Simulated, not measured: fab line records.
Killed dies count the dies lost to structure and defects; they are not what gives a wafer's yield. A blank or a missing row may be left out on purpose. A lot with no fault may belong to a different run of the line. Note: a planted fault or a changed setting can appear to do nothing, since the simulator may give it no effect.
Struck lot and sound lot, side by side	flow rit-cmos	15 steps out of a route of 202
Sound: wafers L901.1, L901.3, L901.5. Struck: wafers L892.2, L892.3, L892.4. At the end, the cause is stated.
Order at every step that has rows: each side's tool, ch and its chambers, its first start. Under that, the readings that differ: sound wafers	struck wafers	difference of the means	sigmas: that difference in standard deviations of wafers without a fault.
alike: words and numbers the same on both sides, and readings whose means are apart by under 2 such deviations; not compared: readings that were withheld, readings missing a value for some wafer, numbers with overlapping values and no deviation given by the record, and bounds like >300 which may hide the same value.
Wherever a step has rows on one side only, a row that says differs or no value, or a row with sigmas, the two part there. Numbers that have no deviation but don't overlap get no sigmas and don't part them. Lack of a reading on every wafer of one side parts them only where that side has two or more wafers.

RIT_GATE_THK_MEAS_07:
  sound on film-metro-04 at day 6 19:53; struck on film-metro-04 at day 5 02:27
  alike: GATE_OXIDE_THK
then, 1 step without rows for these wafers: RIT_GATE_CVD_08 (deposits poly-Si from SiH4, target thk 250 nm, time 2220 s).
RIT_GATE_THK_MEAS_09:
  sound on film-metro-01 at day 6 21:34; struck on film-metro-01 at day 5 04:22
  alike: GATE_POLY_THK
then, 6 steps without rows for these wafers: RIT_GATE_HMDS_10 (prime time 60 s); RIT_GATE_COAT_11 (resist thk 850 nm); RIT_GATE_SOFTBAKE_12 (time 60 s); RIT_GATE_EXPOSE_13 (exposes mask M6, target cd 150 nm); RIT_GATE_PEB_14; RIT_GATE_DEVELOP_15 (develop time 50 s).
RIT_GATE_CD_MEAS_16: target cd 150 nm.
  sound on cd-sem-01 at day 6 22:28; struck on cd-sem-01 at day 5 05:17
  alike: cd-nm
RIT_GATE_OVL_MEAS_17:
  sound on overlay-02 at day 6 22:35; struck on overlay-02 at day 5 05:23
reading	sound	struck	difference	sigmas
GATE_OVL (nm)	-3.1 -2.4 -1.7	-0.8 1.8 0.5	+2.9	+2
then, 1 step without rows for these wafers: RIT_GATE_HARDBAKE_18 (time 60 s).
RIT_GATE_ETCH_19: etches poly-Si in SF6/CHF3/O2, stops on SiO2, time 172.7 s, target depth 312.5 nm.
  sound on rie-si-01 ch 0,1,2, day 6 22:56; struck on rie-si-02 ch 0,2,3, day 5 05:35
reading	sound	struck	difference	sigmas
oes-product-au (a.u.)	0.844 0.842 0.850	0.941 0.927 0.962	+0.098	+9
over-etch-frac	0.25 0.25 0.25	0.054484 0.054484 0.054484	-0.195516	
model.NOVOLAK_of_GATE_COAT_11.thk-nm (nm)	661.6 664.6 660.9	675.1 678.6 683.8	+16.8	
  alike: drypump-motor-current-A, throttle-valve-pct
  not compared: rf-hours-counter-h
RIT_GATE_STRIP_20: strips in O2, time 180 s.
  sound on plasma-asher-02 ch 0,1, day 6 23:03; struck on plasma-asher-01 ch 0,1, day 5 05:41
  alike: drypump-motor-current-A
  not compared: rf-hours-counter-h
RIT_M1_PROBE_99:
  sound on prober-01 at day 7 18:59; struck on prober-02 at day 6 01:53
reading	sound	struck	difference	sigmas
model.etest.poly-comb-over-steps.leak-log10-a-um	-12.75 -12.86 -12.7	-12.34 -9.819 -5.957	+3.40	
  alike: killed-at-front-end, killed-dies, killed-open, killed-short

WHERE THEY PART
Earliest at RIT_GATE_OVL_MEAS_17; latest, in this record, at RIT_GATE_ETCH_19. Later steps at which nothing parts them and some readings are alike: RIT_GATE_STRIP_20, RIT_M1_PROBE_99.

WHY: what had been put in by the simulator
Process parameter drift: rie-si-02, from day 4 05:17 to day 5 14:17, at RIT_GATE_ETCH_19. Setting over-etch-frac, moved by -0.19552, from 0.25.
